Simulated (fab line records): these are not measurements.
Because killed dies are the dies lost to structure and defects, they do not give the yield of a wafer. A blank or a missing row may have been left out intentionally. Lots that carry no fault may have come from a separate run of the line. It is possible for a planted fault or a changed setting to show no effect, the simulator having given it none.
Comparing a struck lot with a sound one / flow rit_cmos / 21 out of 202 route steps
Sound: the wafers L596.2, L596.3, L596.6. Wafers L606.1, L606.2, L606.6 were the ones struck. The cause is given at the end.
Per side, at each step with rows, come the tool, then ch with its chambers, and then its first start. Under that, the readings that differ: sound wafers / struck wafers / difference of the means / sigmas: that difference in standard deviations of wafers without a fault.
alike: a reading whose means differ by less than 2 such deviations, as well as words and numbers matching on both sides. not compared: withheld readings; readings where some wafer has no value; bounds like >300 that might hide an equal value; numbers whose values overlap and for which the record gives no deviation.
Wherever a step has rows on one side only, a row that says differs or no value, or a row with sigmas, the two part there. When numbers do not overlap yet have no deviation, they are printed without sigmas and do not part them. A reading that every wafer of one side lacks parts them only if that side has two wafers or more.

first, 6 steps without rows for these wafers: RIT_NWELL_HMDS_00 (prime time 60 s); RIT_NWELL_COAT_01 (resist thk 1300 nm); RIT_NWELL_SOFTBAKE_02 (time 60 s); RIT_NWELL_EXPOSE_03 (exposes mask M2, target cd 43900 nm); RIT_NWELL_PEB_04; RIT_NWELL_DEVELOP_05 (develop time 68 s).
RIT_NWELL_OVL_MEAS_06:
  sound on overlay-02 at day 2 10:21; struck on overlay-01 at day 4 10:02
  alike: NWELL_OVL
then, 2 steps without rows for these wafers: RIT_NWELL_HARDBAKE_07 (time 120 s); RIT_NWELL_IMPLANT_08.
RIT_NWELL_STRIP_09: strips in O2, time 180 s.
  sound on plasma_asher-03 ch 0,1, day 2 10:47; struck on plasma_asher-04 ch 0,1, day 4 10:28
  alike: drypump_motor_current_A
  not compared: rf_hours_counter_h
RIT_NWELL_TW_MEAS_10:
  sound on film_metro-03 at day 2 10:58; struck on film_metro-03 at day 4 10:38
  alike: NWELL_TW
then, 1 step without rows for these wafers: RIT_PWELL_HMDS_00 (prime time 60 s).
RIT_PWELL_COAT_01: resist thk 1300 nm.
  sound on litho_track-03 ch 0, day 2 11:11; struck on litho_track-04 ch 0, day 4 10:51
reading=model.NOVOLAK_of_PWELL_COAT_01.thk_nm (nm); sound=1303 1296 1297; struck=1554 1550 1548; difference=+252; sigmas=
  alike: exhaust_pa, resist_line_temp_C
then, 4 steps without rows for these wafers: RIT_PWELL_SOFTBAKE_02 (time 60 s); RIT_PWELL_EXPOSE_03 (exposes mask M3, target cd 43700 nm); RIT_PWELL_PEB_04; RIT_PWELL_DEVELOP_05 (develop time 68 s).
RIT_PWELL_OVL_MEAS_06:
  sound on overlay-02 at day 2 12:01; struck on overlay-02 at day 4 11:43
  alike: PWELL_OVL
RIT_PWELL_HARDBAKE_07: time 120 s.
  sound on litho_track-03 ch 0, day 2 12:05; struck on litho_track-04 ch 0, day 4 11:45
reading=model.NOVOLAK_of_PWELL_COAT_01.thk_nm (nm); sound=1139 1133 1135; struck=1355 1352 1350; difference=+217; sigmas=
  alike: exhaust_pa, resist_line_temp_C
then, 1 step without rows for these wafers: RIT_PWELL_IMPLANT_08.
RIT_M1_PROBE_99:
  the record has rows for the sound wafers here (prober-01, day 4 00:28) and none for the struck ones

WHERE THEY PART
Within this record, at RIT_M1_PROBE_99 only.

WHY: the cause the simulator had injected
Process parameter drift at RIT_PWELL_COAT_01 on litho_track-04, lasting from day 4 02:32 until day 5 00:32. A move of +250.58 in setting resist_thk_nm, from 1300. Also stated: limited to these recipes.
